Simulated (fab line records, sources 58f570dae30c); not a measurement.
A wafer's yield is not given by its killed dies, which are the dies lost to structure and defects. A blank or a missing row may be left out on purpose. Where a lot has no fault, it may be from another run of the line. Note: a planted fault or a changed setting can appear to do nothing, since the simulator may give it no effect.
The same fault as seen by 2 desks    flow berkeley_cmos170    what lay behind the numbers comes last; until then each desk has only its own

== METROLOGY DESK ==
Lot by lot, what the gauges showed, no matter which tool ran the lot: averages of those sampled wafers that carry a number. A lot is out of limits, marked OUT, if its mean lies more than 4 standard deviations from the usual mean; the brackets give that distance.
Columns: A = START_OXIDE_THK at UCB170_START_THK_MEAS_03, usual 20.0 nm; B = PWELL_OXIDE_THK at UCB170_PWELL_THK_MEAS_03, usual 26.3 nm; C = ACTIVE_OXIDE_THK at UCB170_ACTIVE_THK_MEAS_03, usual 26.6 nm; D = FIELD_OXIDE_THK at UCB170_FIELD_THK_MEAS_02, usual 560 nm
lot   first seen here  A     B     C                D
L772  day 1 14:14      20.2  27.2  26.6             552
L773  day 1 19:25      20.1  26.3  26.3             562
L774  day 2 02:16      20.2  26.1  26.3             537
L775  day 2 06:31      19.6  26.4  26.7             552
L776  day 2 12:14      20.0  25.7  27.3             550
L777  day 2 17:51      20.3  25.8  26.9             552
L778  day 2 17:51      20.0  26.1  26.3             558
L779  day 3 01:08      20.1  26.5  29.9 (+6.5) OUT  556
L780  day 3 06:34      19.7  26.5  29.9 (+6.5) OUT  563
L781  day 3 12:22      20.4  26.3  25.8             565
L790  day 5 08:30      20.0  26.0  26.0             576
L793  day 5 21:45      19.9  26.5  27.1             567
L794  day 6 04:14      19.7  26.5  26.6             559
L795  day 6 09:30      20.4  26.9  27.3             551
Per this desk, out of limits: L779, L780; the first was L779, day 5 04:08 (ACTIVE_OXIDE_THK at UCB170_ACTIVE_THK_MEAS_03). Within limits: L772, L773, L774, L775, L776, L777, L778, L781, L790, L793, L794, L795.

== DESK OF THE TOOL OWNER: furnace-02 ==
The tool's own readings at UCB170_ACTIVE_OXIDATION_02 (target thk 26.4 nm, ox time 1260 s): means of the sampled wafers that have a number, for each lot that ran on this tool. A lot is out of limits, marked OUT, if its mean lies more than 4 standard deviations from the usual mean; the brackets give that distance.
Columns: A = spike_tc_centre_C at UCB170_ACTIVE_OXIDATION_02, usual 1003.0 C
lot   first seen here  A
L774  day 4 11:19      1002.6
L775  day 4 11:19      1002.8
L776  day 4 18:30      1003.1
L777  day 4 18:30      1001.6
L778  day 4 18:30      1000.9
L779  day 5 02:47      1003.0
L780  day 5 02:47      1002.0
L793  day 8 05:43      1003.3
L794  day 8 05:43      1004.2
L795  day 8 18:04      1003.0
This desk found nothing out of limits on any of the 10 lots.

== TAKEN TOGETHER ==
An alarm was possible from the metrology desk at day 5 04:08, on L779, L780.
The tool owner's desk saw nothing out of limits.
On record at the tool owner's desk: L779, L780, within its limits.
The lots listed all ran UCB170_ACTIVE_OXIDATION_02 on furnace-02.

== WHAT WAS PUT IN BY THE SIMULATOR ==
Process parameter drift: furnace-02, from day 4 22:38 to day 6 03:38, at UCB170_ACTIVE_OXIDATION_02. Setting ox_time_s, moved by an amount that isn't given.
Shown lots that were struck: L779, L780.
Hours from the fault's start to each desk's first reading out of limits: the metrology desk, 5.
